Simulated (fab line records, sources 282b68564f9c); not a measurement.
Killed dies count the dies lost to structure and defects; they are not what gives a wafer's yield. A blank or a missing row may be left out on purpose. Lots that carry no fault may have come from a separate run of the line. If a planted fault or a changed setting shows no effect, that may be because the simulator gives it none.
Comparing a struck lot with a sound one :: flow ritCmos :: 16 steps out of a route of 202
Sound: wafers L181.1, L181.4, L181.5. Struck: wafers L185.1, L185.2, L185.6. The cause comes at the end.
Per side, at each step with rows, come the tool, then ch with its chambers, and then its first start. Under that, the readings that differ: sound wafers :: struck wafers :: difference of the means :: sigmas: that difference in standard deviations of wafers without a fault.
alike: words and numbers the same on both sides, and readings whose means are apart by under 2 such deviations; not compared: readings that were withheld, readings missing a value for some wafer, numbers with overlapping values and no deviation given by the record, and bounds like >300 which may hide the same value.
A row with sigmas, a row that says differs or no value, or rows on one side alone: a step with any of these is where the two part. Non-overlapping numbers with no deviation appear without sigmas and do not part them. A reading that every wafer of one side lacks parts them only if that side has two wafers or more.

first, 2 steps without rows for these wafers: RIT_NRETRO_HARDBAKE_07 (time 120 s); RIT_NRETRO_IMPLANT_08.
RIT_NRETRO_STRIP_09: strips in O2, time 180 s.
  sound on plasmaAsher-01 ch 0,1, day 3 13:26; struck on plasmaAsher-02 ch 0,1, day 4 07:46
reading: drypumpMotorCurrentA (A)
sound: 5.5 5.5 5.5
struck: 6.3 6.4 6.3
difference: +0.8
sigmas: +2
  alike: o2FlowSccm
  not compared: rfHoursCounterH
RIT_NRETRO_TW_MEAS_10:
  sound on filmMetro-02, day 3 13:37; struck on filmMetro-02, day 4 07:56
  alike: NRETRO_TW
then, 6 steps without rows for these wafers: RIT_PRETRO_HMDS_00 (prime time 60 s); RIT_PRETRO_COAT_01 (resist thk 1300 nm); RIT_PRETRO_SOFTBAKE_02 (time 60 s); RIT_PRETRO_EXPOSE_03 (exposes mask M5, target cd 43700 nm); RIT_PRETRO_PEB_04; RIT_PRETRO_DEVELOP_05 (develop time 68 s).
RIT_PRETRO_OVL_MEAS_06:
  sound on overlay-02, day 3 14:33; struck on overlay-02, day 4 09:07
  alike: PRETRO_OVL
then, 1 step without rows for these wafers: RIT_PRETRO_HARDBAKE_07 (time 120 s).
RIT_PRETRO_IMPLANT_08:
  sound on implanter-03 ch 0, day 3 14:50; struck on implanter-01 ch 0, day 4 09:25
reading: doseIonsCm2
sound: 1.1996e+13 1.2007e+13 1.199e+13
struck: 2.2499e+13 2.2512e+13 2.2503e+13
difference: +1.0507e+13
sigmas: +99 or more

reading: faradayCurrentUA
sound: 37.6 37.4 39.5
struck: 68.9 71.2 73.4
difference: +33.0
sigmas: +38
RIT_PRETRO_STRIP_09: strips in O2, time 180 s.
  sound on plasmaAsher-01 ch 0,1, day 3 14:59; struck on plasmaAsher-02 ch 0,1, day 4 09:34
reading: drypumpMotorCurrentA (A)
sound: 5.4 5.4 5.5
struck: 6.4 6.4 6.4
difference: +1.0
sigmas: +3
  alike: o2FlowSccm
  not compared: rfHoursCounterH
RIT_PRETRO_TW_MEAS_10:
  sound on filmMetro-02, day 3 15:10; struck on filmMetro-04, day 4 09:58
reading: PRETRO_TW
sound: 475 477 477
struck: 566 568 567
difference: +91
sigmas: +16
  not compared: hold
next, for these wafers, 1 step has no rows: RIT_M1_PROBE_99.

## WHERE THEY PART
At RIT_NRETRO_STRIP_09 first; at RIT_PRETRO_TW_MEAS_10 last (within this record only).

WHY: whatever the simulator had introduced
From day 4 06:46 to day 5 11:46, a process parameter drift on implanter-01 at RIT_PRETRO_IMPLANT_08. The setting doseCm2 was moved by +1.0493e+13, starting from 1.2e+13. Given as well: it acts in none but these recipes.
